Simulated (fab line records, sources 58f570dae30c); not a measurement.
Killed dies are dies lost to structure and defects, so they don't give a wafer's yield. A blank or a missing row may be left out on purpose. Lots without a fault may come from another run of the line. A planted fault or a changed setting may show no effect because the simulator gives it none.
Which tool did it? | flow berkeley_cmos170 | 14 lots, 42 wafers sampled, at 5 steps of a route of 331

WHAT THE GAUGES READ, wafer by wafer
UCB170_CONTACT_CD_MEAS_15: target cd 700 nm. Usual: cd_nm 700.0 nm, standard deviation 1.4.
lot  | measured     | on        | cd_nm (nm)        | flag
L415 | day 7 01:12  | cd_sem-01 | 699.9 699.7 701.0 |
L416 | day 7 11:36  | cd_sem-01 | 699.7 699.7 701.2 |
L418 | day 8 01:05  | cd_sem-02 | 699.4 699.3 699.2 |
L420 | day 8 12:25  | cd_sem-01 | 698.9 698.0 697.1 |
L425 | day 9 04:05  | cd_sem-01 | 700.6 701.1 701.0 |
L424 | day 9 04:13  | cd_sem-01 | 702.3 701.8 701.4 |
L423 | day 9 05:59  | cd_sem-01 | 699.8 700.0 700.6 |
L426 | day 9 22:08  | cd_sem-02 | 700.4 700.3 699.4 |
L428 | day 10 09:32 | cd_sem-02 | 701.3 703.2 700.1 |
L430 | day 10 09:41 | cd_sem-01 | 698.1 697.1 698.9 |
L429 | day 10 16:47 | cd_sem-01 | 700.1 699.4 700.2 |
L433 | day 11 09:11 | cd_sem-01 | 699.0 698.7 697.2 |
L436 | day 11 09:29 | cd_sem-01 | 701.6 699.9 700.8 |
L437 | day 11 10:29 | cd_sem-01 | 698.2 698.6 698.7 |

UCB170_CONTACT_OVL_MEAS_16. Usual: CONTACT_OVL -5 nm, standard deviation 5.
lot  | measured     | on         | CONTACT_OVL (nm) | flag
L415 | day 7 01:19  | overlay-02 | -5 -1 1          |
L416 | day 7 11:43  | overlay-02 | -2 -4 -7         |
L418 | day 8 01:13  | overlay-02 | 1 -2 2           |
L420 | day 8 12:32  | overlay-02 | -8 -7 -3         |
L425 | day 9 04:13  | overlay-01 | -10 -7 -1        |
L424 | day 9 04:20  | overlay-01 | -2 -5 0          |
L423 | day 9 06:07  | overlay-02 | -12 -13 -14      |
L426 | day 9 22:14  | overlay-02 | -10 -2 1         |
L428 | day 10 09:37 | overlay-02 | -1 -8 -4         |
L430 | day 10 09:47 | overlay-01 | 4 -3 -4          |
L429 | day 10 16:54 | overlay-02 | -5 -11 -9        |
L433 | day 11 09:18 | overlay-02 | -11 -5 -15       |
L436 | day 11 09:35 | overlay-01 | -4 -4 -4         |
L437 | day 11 10:36 | overlay-01 | -1 -8 -10        |

UCB170_M1_OVL_MEAS_10. Usual: M1_OVL -7 nm, standard deviation 4.8.
lot  | measured     | on         | M1_OVL (nm) | flag
L415 | day 7 04:08  | overlay-02 | -2 -8 -1    |
L416 | day 7 13:55  | overlay-01 | -4 -5 -5    |
L418 | day 8 03:42  | overlay-02 | -3 -11 -1   |
L420 | day 8 14:25  | overlay-02 | -1 2 -5     |
L425 | day 9 06:56  | overlay-01 | -12 -14 -9  |
L424 | day 9 07:07  | overlay-02 | -10 -5 -4   |
L423 | day 9 08:22  | overlay-02 | -7 -2 -5    |
L426 | day 10 00:31 | overlay-02 | -9 -4 -2    |
L428 | day 10 12:31 | overlay-01 | -9 -7 -4    |
L430 | day 10 12:40 | overlay-01 | -3 -1 -7    |
L429 | day 10 20:06 | overlay-02 | -12 -10 -11 |
L433 | day 11 12:08 | overlay-02 | -12 -10 -10 |
L436 | day 11 12:58 | overlay-02 | 2 7 -5      |
L437 | day 11 13:17 | overlay-02 | -4 -13 -11  |

UCB170_V1_THK_MEAS_04. Usual: V1_POLISHED_THK 1000.1 nm, standard deviation 1.6.
lot  | measured     | on            | V1_POLISHED_THK (nm) | flag
L415 | day 7 07:25  | film_metro-02 | 999.9 1000.7 1001.0  |
L416 | day 7 18:20  | film_metro-03 | 997.6 999.5 998.7    |
L418 | day 8 07:55  | film_metro-03 | 1000.6 998.3 1001.3  |
L420 | day 8 19:37  | film_metro-01 | 1001.9 1001.2 1000.0 |
L425 | day 9 13:22  | film_metro-03 | 1001.7 996.7 998.9   |
L424 | day 9 13:04  | film_metro-03 | 999.1 998.1 998.0    |
L423 | day 9 13:22  | film_metro-02 | 1001.3 1000.3 997.9  |
L426 | day 10 06:34 | film_metro-01 | 1000.7 1003.4 1002.5 |
L428 | day 10 15:20 | film_metro-03 | 1000.7 999.9 995.0   |
L430 | day 10 17:49 | film_metro-03 | 1000.3 998.1 999.4   |
L429 | day 10 22:38 | film_metro-03 | 1964.1 1995.5 1984.1 | OFF
L433 | day 11 15:49 | film_metro-03 | 1962.9 1945.6 2015.7 | OFF
L436 | day 11 15:49 | film_metro-01 | 1001.8 1003.0 1001.5 |
L437 | day 11 16:07 | film_metro-03 | 1001.2 999.2 1000.2  |

WHICH TOOL RAN EACH LOT (tool, then ch and the chambers of the sampled wafers, then the start)
lot  | UCB170_V1_CMP_02
L415 | cmp-02 ch 0,2,3, day 7 06:59
L416 | cmp-02 ch 1,2,3, day 7 18:04
L418 | cmp-02 ch 1,3, day 8 07:32
L420 | cmp-01 ch 0,1,3, day 8 19:14
L425 | cmp-02 ch 1,2,3, day 9 12:59
L424 | cmp-01 ch 0,2, day 9 12:38
L423 | cmp-01 ch 1,3, day 9 12:56
L426 | cmp-01 ch 2,3, day 10 06:07
L428 | cmp-02 ch 1,2, day 10 14:56
L430 | cmp-01 ch 0,2, day 10 17:26
L429 | cmp-02 ch 0,1, day 10 22:13
L433 | cmp-01 ch 0,1,3, day 11 15:23
L436 | cmp-02 ch 0,2, day 11 15:23
L437 | cmp-02 ch 0,2,3, day 11 15:44
- UCB170_V1_CMP_02: polishes SiO2.

WHAT THE TOOLS THEMSELVES READ (means of the sampled wafers that have a number; where no wafer has one, the mark that the record gives instead)
UCB170_V1_CMP_02. Usual: edge_zone_pressure_frac 1.000, standard deviation 0.005; head_pressure_psi 6.000 psi, standard deviation 0.013; motor_current_A 16.4 A, standard deviation 1.4.
lot  | tool   | edge_zone_pressure_frac | head_pressure_psi (psi) | motor_current_A (A) | flag
L415 | cmp-02 | 1.004                   | 5.992                   | 15.6                |
L416 | cmp-02 | 1.001                   | 5.998                   | 16.8                |
L418 | cmp-02 | 1.002                   | 5.988                   | 16.5                |
L420 | cmp-01 | 1.001                   | 6.000                   | 17.2                |
L425 | cmp-02 | 0.998                   | 6.004                   | 16.6                |
L424 | cmp-01 | 0.996                   | 6.000                   | 14.2                |
L423 | cmp-01 | 0.997                   | 5.995                   | 18.3                |
L426 | cmp-01 | 1.000                   | 5.994                   | 16.7                |
L428 | cmp-02 | 1.003                   | 5.982                   | 16.7                |
L430 | cmp-01 | 0.994                   | 6.005                   | 14.7                |
L429 | cmp-02 | -                       | -                       | -                   | OFF
L433 | cmp-01 | -                       | -                       | -                   | OFF
L436 | cmp-02 | 1.002                   | 6.013                   | 16.0                |
L437 | cmp-02 | 1.000                   | 5.988                   | 16.0                |

THE ANSWER, worked out from the rows above alone
Rule: a lot is off if the mean of its wafers that have a number lies more than 3 standard deviations from the usual mean. A lot without any number at a reading at which 4 lots or more have one is off too. The other lots that the step has rows for count as sound. The gauges are gone through in route order, then the tools' own readings, and for those a lot's mean is taken as printed above. The first step at which some lot is off is used, and at that step the reading that is off furthest; a lot without a number counts as furthest.
Off: L429, L433, at UCB170_V1_THK_MEAS_04 (V1_POLISHED_THK).
A tool fits if, at a process step before that reading, it ran every lot that is off, and no sound lot after the first of them. The gauges at UCB170_V1_THK_MEAS_04 aren't tried: what is off there is off at UCB170_V1_CMP_02 too, on other tools, and a gauge's error can't cause that. None of those tried fits.

WHAT THE SIMULATOR HAD PUT IN
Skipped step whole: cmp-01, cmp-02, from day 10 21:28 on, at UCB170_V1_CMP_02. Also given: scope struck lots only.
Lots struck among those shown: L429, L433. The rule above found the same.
